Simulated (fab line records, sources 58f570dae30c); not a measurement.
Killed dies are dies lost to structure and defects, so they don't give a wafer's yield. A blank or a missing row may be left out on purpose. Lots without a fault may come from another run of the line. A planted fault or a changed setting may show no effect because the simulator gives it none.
Which tool did it? | flow berkeley_cmos170 | 7 lots, 21 wafers sampled, at 2 steps of a route of 331

WHAT THE GAUGES READ, wafer by wafer
UCB170_PLDD_TW_MEAS_11.
lot  | measured     | on            | PLDD_TW
L747 | day 7 01:53  | film_metro-02 | 1024 1024 1018
L748 | day 7 13:05  | film_metro-02 | 1024 1023 1021
L751 | day 8 10:29  | film_metro-03 | 1003 996 1001
L760 | day 10 06:28 | film_metro-02 | 1014 1015 1016
L762 | day 11 00:14 | film_metro-03 | 1004 1002 1007
L764 | day 11 12:07 | film_metro-02 | 1011 1011 1015
L768 | day 12 03:01 | film_metro-03 | 997 999 999

WHICH TOOL RAN EACH LOT (tool, then ch and the chambers of the sampled wafers, then the start)
lot  | UCB170_PLDD_IMPLANT_09
L747 | implanter-03 ch 0, day 7 01:38
L748 | implanter-02 ch 0, day 7 12:50
L751 | implanter-02 ch 0, day 8 10:16
L760 | implanter-04 ch 0, day 10 06:14
L762 | implanter-04 ch 0, day 11 00:00
L764 | implanter-04 ch 0, day 11 11:52
L768 | implanter-03 ch 0, day 12 02:46
- UCB170_PLDD_IMPLANT_09

THE ANSWER, worked out from the rows above alone
Rule: what is usual is taken from the lots themselves. Put in order of their means at a reading, lots are off if they are a third of the lots or fewer, leave a main group of 4 or more, and stand apart from it by a gap of 3 or more times the standard deviation of the main group's means; of several such gaps the widest counts. A main group whose means are all the same, to the digits that the tables above print for the reading, isn't used. A lot without any number at a reading at which 4 lots or more have one is off too. The other lots that the step has rows for count as sound.
No lot is off at any reading shown: from this, nothing can be told.

WHAT THE SIMULATOR HAD PUT IN
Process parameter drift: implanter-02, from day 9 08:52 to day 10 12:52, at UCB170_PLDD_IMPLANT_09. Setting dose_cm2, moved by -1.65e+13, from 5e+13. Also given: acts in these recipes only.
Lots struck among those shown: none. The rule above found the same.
